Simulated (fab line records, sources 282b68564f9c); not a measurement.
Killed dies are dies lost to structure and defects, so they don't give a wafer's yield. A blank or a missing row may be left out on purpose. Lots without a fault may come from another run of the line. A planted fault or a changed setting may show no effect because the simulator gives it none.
A struck lot beside a sound one | flow rit_cmos | 15 steps out of a route of 202
Sound: wafers L449.1, L449.2, L449.6. Struck: wafers L456.2, L456.3, L456.5. The cause comes at the end.
At each step with rows: each side's tool, then ch and its chambers, then its first start. Under that, the readings that differ: sound wafers | struck wafers | difference of the means | sigmas: that difference in standard deviations of wafers without a fault.
alike: readings whose means differ by less than 2 such deviations, and words and numbers that are the same on both sides. not compared: withheld readings, readings that some wafer has no value for, bounds like >300 that may hide the same value, and numbers for which the record gives no deviation and whose values overlap.
The two part at a step that has a row with sigmas, a row that says differs or no value, or rows on one side only. Numbers that don't overlap but have no deviation are shown without sigmas and don't part them. A reading that every wafer of one side lacks parts them only if that side has two wafers or more.

first, 2 steps without rows for these wafers: RIT_NRETRO_HARDBAKE_07 (time 120 s); RIT_NRETRO_IMPLANT_08.
RIT_NRETRO_STRIP_09: strips in O2, time 180 s.
  sound on plasma_asher-04 ch 0,1, day 2 07:13; struck on plasma_asher-03 ch 0,1, day 3 16:42
  alike: drypump_motor_current_A
  not compared: rf_hours_counter_h
RIT_NRETRO_TW_MEAS_10:
  sound on film_metro-04, day 2 07:23; struck on film_metro-02, day 3 16:53
  alike: NRETRO_TW
then, 6 steps without rows for these wafers: RIT_PRETRO_HMDS_00 (prime time 60 s); RIT_PRETRO_COAT_01 (resist thk 1300 nm); RIT_PRETRO_SOFTBAKE_02 (time 60 s); RIT_PRETRO_EXPOSE_03 (exposes mask M5, target cd 43700 nm); RIT_PRETRO_PEB_04; RIT_PRETRO_DEVELOP_05 (develop time 68 s).
RIT_PRETRO_OVL_MEAS_06:
  sound on overlay-01, day 2 08:19; struck on overlay-01, day 3 17:50
  alike: PRETRO_OVL
then, 1 step without rows for these wafers: RIT_PRETRO_HARDBAKE_07 (time 120 s).
RIT_PRETRO_IMPLANT_08:
  sound on implanter-04 ch 0, day 2 08:37; struck on implanter-01 ch 0, day 3 18:08
  reading                   | sound                | struck               | difference | sigmas
  beam_energy_keV           | 45.003 45.007 44.989 | 46.501 46.501 46.478 | +1.494     | +99 or more
  model.implant.rp_nm (nm)  | 140.6 140.6 140.6    | 145.9 145.9 145.9    | +5.3       |
  model.implant.drp_nm (nm) | 55.07 55.07 55.07    | 56.15 56.15 56.15    | +1.08      |
RIT_PRETRO_STRIP_09: strips in O2, time 180 s.
  sound on plasma_asher-04 ch 0,1, day 2 08:46; struck on plasma_asher-02 ch 1, day 3 18:16
  alike: drypump_motor_current_A
  not compared: rf_hours_counter_h
RIT_M1_PROBE_99:
  sound on prober-01, day 3 14:42; struck on prober-02, day 4 19:07
  alike: killed_at_contacts, killed_at_front_end, killed_dies, killed_on_rim, killed_open, killed_short

WHERE THEY PART
Only at RIT_PRETRO_IMPLANT_08, within this record. Later steps at which nothing parts them and some readings are alike: RIT_PRETRO_STRIP_09, RIT_M1_PROBE_99.

WHY: what the simulator had put in
Process parameter drift: implanter-01, from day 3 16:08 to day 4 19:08, at RIT_PRETRO_IMPLANT_08. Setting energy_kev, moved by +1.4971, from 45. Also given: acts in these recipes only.
